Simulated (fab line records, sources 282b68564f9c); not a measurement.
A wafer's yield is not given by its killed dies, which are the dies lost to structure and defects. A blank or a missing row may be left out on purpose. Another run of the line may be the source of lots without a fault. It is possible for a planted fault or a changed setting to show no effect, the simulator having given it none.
Code-filled problem report in 8D (eight disciplines) form | flow rit-cmos | the parts of the form that need people (team, actions taken, sign-off) are left out

== 1. WHAT IS WRONG ==
Mean of heater-power-total-W at RIT_NLDD_HARDBAKE_07: 65.97 W across 6 wafers in 2 lots; on wafers with no fault it is 62.54 W (standard deviation 0.05). That is +69 standard deviations from the usual mean.
The step: time 60 s.
First observed at day 4 10:53: wafer L149.1, on litho-track-02. Wafers with a number at this step in the record: 18, from 6 lots. The rule behind "out" and "out of limits": a value lying over 4 standard deviations away from the usual mean. The other wafers with a number count as sound.

== 2. WHAT IT IS, WHAT IT ISN'T ==
question                    | is                                 | is not
which readings at this step | heater-power-total-W, plate-temp-C | exhaust-pa
which lots                  | L149, L151                         | L141, L160, L161, L164
which wafers of those lots  | all that have a number             | -
read on which tools         | litho-track-02                     | litho-track-04
when                        | from day 4 10:53                   | up to then (3 sound wafers); but 9 sound wafers of L160, L161, L164 came after

== 3. THE SUSPECTS, EACH WITH WHAT RULES IT OUT ==
Counting: a tool at any process step up to the reading remains a suspect when it ran all the lots that are out and ran no sound lot after the first of those.
- litho-track-02 at RIT_NLDD_HARDBAKE_07 (time 60 s): ruled out as a lasting fault. Following L149 (day 4 10:53), the first lot on it that is out, the sound lots L161 were run on it.
Left after counting: nothing in the record.

== 4. THE CAUSE (what the simulator had put in) ==
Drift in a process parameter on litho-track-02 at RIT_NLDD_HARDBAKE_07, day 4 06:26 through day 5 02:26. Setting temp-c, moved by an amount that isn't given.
Counting ruled it out, wrongly.

== 5. THE CHAIN OF EFFECTS, in route order ==
One row per reading whose mean, taken over the struck wafers that have a number, lies over 3 standard deviations from the usual. Scope: only readings with a usual standard deviation given in the record; hours: median across lots of the time from each lot's start at the first step in this table that gives one to its start at this step; sigmas: change in usual standard deviations.
hours | step                 | reading              | usual    | on struck wafers | change | sigmas
0     | RIT_NLDD_HARDBAKE_07 | heater-power-total-W | 62.54 W  | 65.97            | +3.43  | +69
0     | RIT_NLDD_HARDBAKE_07 | plate-temp-C         | 139.99 C | 145.72           | +5.73  | +34
Its process steps:
- RIT_NLDD_HARDBAKE_07: time 60 s.

== 6. HOW IT WOULD HAVE BEEN CAUGHT EARLIER ==
In this record no reading fell out of limits until day 4 10:53, 4 hours after the fault had begun at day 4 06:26.
